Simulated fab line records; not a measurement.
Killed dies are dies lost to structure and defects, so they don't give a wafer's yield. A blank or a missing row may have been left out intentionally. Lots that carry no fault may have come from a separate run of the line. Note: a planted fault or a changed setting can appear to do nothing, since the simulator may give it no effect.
Which tool was responsible? / flow ritCmos / 14 lots, 42 wafers sampled, at 2 steps of a route of 202

## WHAT EACH GAUGE READ, for each wafer
RIT_SDANNEAL_RS_MEAS_05: uses a four-point probe to measure.
lot=L464; measured=day 3 06:32; on=filmMetro-04; NSD_RS (ohm/sq)=84.5 84.4 84.6
lot=L465; measured=day 3 09:00; on=filmMetro-03; NSD_RS (ohm/sq)=83.8 84.1 83.9
lot=L466; measured=day 3 14:56; on=filmMetro-03; NSD_RS (ohm/sq)=83.7 84.0 83.9
lot=L469; measured=day 4 06:50; on=filmMetro-03; NSD_RS (ohm/sq)=84.2 84.4 84.4
lot=L471; measured=day 4 18:01; on=filmMetro-03; NSD_RS (ohm/sq)=84.6 84.3 84.2
lot=L472; measured=day 4 21:40; on=filmMetro-03; NSD_RS (ohm/sq)=84.4 84.5 84.7
lot=L473; measured=day 5 03:34; on=filmMetro-03; NSD_RS (ohm/sq)=84.0 83.7 83.9
lot=L474; measured=day 5 11:39; on=filmMetro-04; NSD_RS (ohm/sq)=84.2 84.5 84.4
lot=L478; measured=day 6 07:13; on=filmMetro-03; NSD_RS (ohm/sq)=84.7 84.9 85.0
lot=L481; measured=day 6 20:47; on=filmMetro-04; NSD_RS (ohm/sq)=84.8 84.5 84.6
lot=L482; measured=day 7 00:59; on=filmMetro-04; NSD_RS (ohm/sq)=85.5 85.7 85.7
lot=L485; measured=day 7 16:42; on=filmMetro-03; NSD_RS (ohm/sq)=85.8 85.6 85.5
lot=L486; measured=day 7 18:33; on=filmMetro-04; NSD_RS (ohm/sq)=85.1 84.5 84.8
lot=L487; measured=day 7 23:53; on=filmMetro-01; NSD_RS (ohm/sq)=84.7 84.7 84.4

## EACH LOT AND THE TOOL THAT RAN IT (in order: tool; ch and the chambers of the sampled wafers; start)
lot=L464; RIT_NSD_IMPLANT_08=implanter-01 ch 0, day 3 04:08
lot=L465; RIT_NSD_IMPLANT_08=implanter-03 ch 0, day 3 06:32
lot=L466; RIT_NSD_IMPLANT_08=implanter-03 ch 0, day 3 12:23
lot=L469; RIT_NSD_IMPLANT_08=implanter-03 ch 0, day 4 04:22
lot=L471; RIT_NSD_IMPLANT_08=implanter-02 ch 0, day 4 15:40
lot=L472; RIT_NSD_IMPLANT_08=implanter-01 ch 0, day 4 19:17
lot=L473; RIT_NSD_IMPLANT_08=implanter-02 ch 0, day 5 01:01
lot=L474; RIT_NSD_IMPLANT_08=implanter-01 ch 0, day 5 09:18
lot=L478; RIT_NSD_IMPLANT_08=implanter-03 ch 0, day 6 04:50
lot=L481; RIT_NSD_IMPLANT_08=implanter-03 ch 0, day 6 18:26
lot=L482; RIT_NSD_IMPLANT_08=implanter-03 ch 0, day 6 22:37
lot=L485; RIT_NSD_IMPLANT_08=implanter-03 ch 0, day 7 14:05
lot=L486; RIT_NSD_IMPLANT_08=implanter-02 ch 0, day 7 16:00
lot=L487; RIT_NSD_IMPLANT_08=implanter-01 ch 0, day 7 21:31
- RIT_NSD_IMPLANT_08

## AS READ BY THE TOOLS THEMSELVES (means over the sampled wafers that have a number; for cases with no such wafer, the mark the record gives instead)
RIT_NSD_IMPLANT_08.
lot=L464 tool=implanter-01 beamEnergyKeV=24.996
lot=L465 tool=implanter-03 beamEnergyKeV=24.995
lot=L466 tool=implanter-03 beamEnergyKeV=24.991
lot=L469 tool=implanter-03 beamEnergyKeV=25.005
lot=L471 tool=implanter-02 beamEnergyKeV=24.997
lot=L472 tool=implanter-01 beamEnergyKeV=24.997
lot=L473 tool=implanter-02 beamEnergyKeV=24.997
lot=L474 tool=implanter-01 beamEnergyKeV=24.994
lot=L478 tool=implanter-03 beamEnergyKeV=25.002
lot=L481 tool=implanter-03 beamEnergyKeV=25.001
lot=L482 tool=implanter-03 beamEnergyKeV=23.022
lot=L485 tool=implanter-03 beamEnergyKeV=23.029
lot=L486 tool=implanter-02 beamEnergyKeV=25.007
lot=L487 tool=implanter-01 beamEnergyKeV=25.009

## THE ANSWER, worked out from the rows above alone
Rule: the lots themselves supply what counts as usual. The widest of any qualifying gaps counts: lots, ordered by their means at a reading, are off when they make up no more than a third of the lots, leave a main group of 4 or more, and stand apart from it by 3 or more times the standard deviation of that group's means. A main group is skipped when, at the precision printed for the reading in the tables above, its means are all equal. Also off: a lot with no number at a reading for which 4 or more lots have one. The other lots that the step has rows for count as sound. Order of review: gauges by route order, followed by the tools' own readings, for which a lot's mean as printed above is used. The first step at which some lot is off is used, and at that step the reading that is off furthest; a lot without a number counts as furthest.
Off at RIT_NSD_IMPLANT_08 (beamEnergyKeV): L482, L485. The main group: mean 24.999, standard deviation 0.0053.
A tool fits if, at that step or a process step before it, it ran every lot that is off, and no sound lot after the first of them. One fits: RIT_NSD_IMPLANT_08 on implanter-03. Its last sound lot is L481 (day 6 18:26), its first lot that is off L482 (day 6 22:37): a fault that began between those two fits.
The tool's own readings at RIT_NSD_IMPLANT_08 bear it out: on the lots that are off they differ by more than 5 times the standard deviation of the sound lots' means. beamEnergyKeV reads 23.026 there against 24.999 on the sound lots.

## WHAT THE SIMULATOR HAD PUT IN
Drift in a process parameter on implanter-03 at RIT_NSD_IMPLANT_08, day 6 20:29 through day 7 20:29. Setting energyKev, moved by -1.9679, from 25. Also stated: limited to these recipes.
Shown lots that were struck: L482, L485. The same result came from the rule above.
